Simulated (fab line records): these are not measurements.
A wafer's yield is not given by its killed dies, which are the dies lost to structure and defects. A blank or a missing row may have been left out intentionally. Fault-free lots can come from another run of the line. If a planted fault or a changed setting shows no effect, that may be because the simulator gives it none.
Problem report in the 8D (eight disciplines) form, filled by code ; flow rit-cmos ; the parts of the form that need people (team, actions taken, sign-off) are left out

1. PROBLEM STATEMENT
CONTACT_OVL at RIT_CONTACT_OVL_MEAS_09 reads a mean of 318.8 nm on 12 wafers of 4 lots; wafers without a fault read -1.2 nm with a standard deviation of 1.5. So: +99 or more standard deviations from the usual mean.
Earliest sighting: wafer L199.3 on overlay-02 at day 6 11:53. At this step, 48 wafers from 16 lots have a number in the record. Rule for "out", or "out of limits": more than 4 standard deviations from the usual mean. The rest of the wafers with a number are treated as sound.

2. WHAT IT IS, AND WHAT IT ISN'T
question;is;is not
which readings at this step;CONTACT_OVL;-
which lots;L199, L200, L201, L202;L183, L184, L185, L186, L187, L189, L190, L191, L192, L193, L195, L196
which wafers of those lots;all that have a number;-
read on which gauges;overlay-01, overlay-02;-
when;from day 6 11:53;up to then (36 sound wafers)

3. WHAT RULES OUT EACH SUSPECT
Counting: a tool at any process step up to the reading remains a suspect when it ran all the lots that are out and ran no sound lot after the first of those.
- ruled out: the gauge at RIT_CONTACT_OVL_MEAS_09. Those wafers that are out were read across 2 gauges (overlay-01, overlay-02).
- iline-stepper-02 at RIT_CONTACT_EXPOSE_05 (exposes mask M11, target cd 1000 nm): kept. It ran every lot that is out, first L199 (day 6 11:16), and no sound lot after that; its last sound lot up to then is L193 (day 5 05:05).
Remaining after the count: iline-stepper-02 at RIT_CONTACT_EXPOSE_05.

4. THE CAUSE (what the simulator had put in)
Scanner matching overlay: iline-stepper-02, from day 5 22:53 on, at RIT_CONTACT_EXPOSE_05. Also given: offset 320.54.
Only this tool survived the counting.

5. THE CHAIN OF EFFECTS, in route order
Rows list readings where the struck wafers' mean (over those with a number) sits beyond 3 standard deviations from the usual. Scope: only readings with a usual standard deviation given in the record; hours: median across lots of the time from each lot's start at the first step in this table that gives one to its start at this step; sigmas: change in usual standard deviations.
hours;step;reading;usual;on struck wafers;change;sigmas
0;RIT_CONTACT_OVL_MEAS_09;CONTACT_OVL;-1.2 nm;318.8;+320.0;+99 or more
Later measuring or inspecting steps at which every struck wafer that the step has a row for has a number for every such reading, and none has moved that far: RIT_M1_CD_MEAS_09, RIT_M1_OVL_MEAS_10.

6. HOW IT WOULD HAVE BEEN CAUGHT EARLIER
13 hours passed between the start of the fault at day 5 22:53 and the first reading out of limits at a measuring or inspecting step in this record, taken at day 6 11:53.
L200, L201, L202, from the lots that are out (4), started RIT_CONTACT_EXPOSE_05 on iline-stepper-02 later than day 6 11:53. A hold on the tool at that time would have spared those 3.
